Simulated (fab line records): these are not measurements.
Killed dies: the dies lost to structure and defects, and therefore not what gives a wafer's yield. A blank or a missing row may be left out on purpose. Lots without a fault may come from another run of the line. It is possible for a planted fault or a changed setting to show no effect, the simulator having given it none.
8D (eight disciplines) problem report, filled in by code ; flow berkeley-cmos170 ; the parts of the form that need people (team, actions taken, sign-off) are left out

1. WHAT IS WRONG
oes-product-au at UCB170_PWELL_STRIP_16 reads a mean of 0.796 a.u. on 6 wafers of 2 lots; wafers without a fault read 0.721 a.u. with a standard deviation of 0.0045. That is +17 standard deviations from the usual mean.
The step: strips in O2.
The first sign was on wafer L255.1 at day 6 10:58, on plasma-asher-03. The record holds 42 wafers of 14 lots with a number at this step. The rule behind "out" and "out of limits": a value lying over 4 standard deviations away from the usual mean. Any other wafer with a number is counted as sound.

2. WHAT THIS IS AND IS NOT
question;is;is not
which readings at this step;oes-product-au;drypump-motor-current-A
which lots;L255, L258;L243, L244, L245, L246, L248, L249, L250, L251, L252, L256, L262, L264
which wafers of those lots;all that have a number;-
read on which tools;plasma-asher-03;plasma-asher-01, plasma-asher-02
when;from day 6 10:58;"up to then (30 sound wafers); but 6 sound wafers of L262, L264 came after"

3. SUSPECTS, AND WHAT RULES EACH OUT
Counting: a tool stays on the suspect list if, at a process step up to the reading, it processed all lots that are out and no sound lot following the first of them.
- plasma-asher-03 at UCB170_PWELL_STRIP_16 (strips in O2): kept. Every lot that is out went through it, starting with L255 (day 6 10:58), and after that it ran no sound lot; the last sound lot it ran before then is L252 (day 5 11:07). On those wafers its own readings are out: oes-product-au.
The count leaves plasma-asher-03 at UCB170_PWELL_STRIP_16.

4. THE CAUSE (what the simulator had put in)
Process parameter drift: plasma-asher-03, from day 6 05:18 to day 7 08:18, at UCB170_PWELL_STRIP_16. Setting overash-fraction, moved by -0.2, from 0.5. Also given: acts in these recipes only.
Only this tool survived the counting.

5. SEQUENCE OF EFFECTS, ordered by route
Each row: a reading where the mean over the struck wafers with a number is more than 3 standard deviations away from the usual. Readings are gone through only where the record gives a usual standard deviation; hours: the median, over the lots, of the time from a lot's start at the first step in this table giving one to that lot's start at this step; sigmas: the change measured in usual standard deviations.
hours;step;reading;usual;on struck wafers;change;sigmas
0;UCB170_PWELL_STRIP_16;oes-product-au;0.721 a.u.;0.796;+0.075;+17
Here are the process steps it includes:
- UCB170_PWELL_STRIP_16: strips in O2.

6. WHAT WOULD HAVE CAUGHT IT SOONER
In this record the first reading out of limits was taken at day 6 10:58, 6 hours after the fault began at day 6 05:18.
